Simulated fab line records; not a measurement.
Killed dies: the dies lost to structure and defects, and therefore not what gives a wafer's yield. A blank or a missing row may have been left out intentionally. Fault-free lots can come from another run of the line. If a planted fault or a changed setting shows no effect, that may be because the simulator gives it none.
A struck lot beside a sound one -- flow rit_cmos -- 14 out of 202 route steps
Sound: these wafers, L983.1, L983.2, L983.3. Wafers L974.1, L974.2, L974.3 were the ones struck. The cause comes at the end.
Order at every step that has rows: each side's tool, ch and its chambers, its first start. Under that, the readings that differ: sound wafers -- struck wafers -- difference of the means -- sigmas: that difference in standard deviations of wafers without a fault.
alike: words and numbers the same on both sides, and readings whose means are apart by under 2 such deviations; not compared: readings that were withheld, readings missing a value for some wafer, numbers with overlapping values and no deviation given by the record, and bounds like >300 which may hide the same value.
Wherever a step has rows on one side only, a row that says differs or no value, or a row with sigmas, the two part there. Non-overlapping numbers with no deviation appear without sigmas and do not part them. A reading missing from all wafers of one side parts the sides only when that side holds two or more wafers.

first, 1 step without rows for these wafers: RIT_NWELL_IMPLANT_08.
RIT_NWELL_STRIP_09: strips in O2, time 180 s.
  sound on plasma_asher-04 ch 0,1, day 6 03:55; struck on plasma_asher-02 ch 0,1, day 4 05:31
  alike: chamber_pressure_mTorr, drypump_motor_current_A
  not compared: rf_hours_counter_h
RIT_NWELL_TW_MEAS_10:
  sound on film_metro-03, day 6 04:06; struck on film_metro-01, day 4 05:41
  alike: NWELL_TW
then, 6 steps without rows for these wafers: RIT_PWELL_HMDS_00 (prime time 60 s); RIT_PWELL_COAT_01 (resist thk 1300 nm); RIT_PWELL_SOFTBAKE_02 (time 60 s); RIT_PWELL_EXPOSE_03 (exposes mask M3, target cd 43700 nm); RIT_PWELL_PEB_04; RIT_PWELL_DEVELOP_05 (develop time 68 s).
RIT_PWELL_OVL_MEAS_06:
  sound on overlay-01, day 6 05:10; struck on overlay-02, day 4 06:46
  alike: PWELL_OVL
then, 2 steps without rows for these wafers: RIT_PWELL_HARDBAKE_07 (time 120 s); RIT_PWELL_IMPLANT_08.
RIT_PWELL_STRIP_09: strips in O2, time 180 s.
  sound on plasma_asher-02 ch 0,1, day 6 05:36; struck on plasma_asher-02 ch 0,1, day 4 07:12
  no value came back on the struck wafers for chamber_pressure_mTorr (mTorr), drypump_motor_current_A (A); on the sound wafers chamber_pressure_mTorr (mTorr) reads 3998 3996 4001
reading,sound,struck,difference,sigmas
model.NOVOLAK_of_PWELL_COAT_01.thk_nm (nm),0 0 0,1138 1137 1137,+1137,
  not compared: rf_hours_counter_h
RIT_PWELL_TW_MEAS_10:
  sound on film_metro-04, day 6 05:46; struck on film_metro-03, day 4 07:22
  alike: PWELL_TW

== WHERE THEY PART ==
Only at RIT_PWELL_STRIP_09, as far as this record shows. Later steps at which nothing parts them and some readings are alike: RIT_PWELL_TW_MEAS_10.

WHY: what had been put in by the simulator
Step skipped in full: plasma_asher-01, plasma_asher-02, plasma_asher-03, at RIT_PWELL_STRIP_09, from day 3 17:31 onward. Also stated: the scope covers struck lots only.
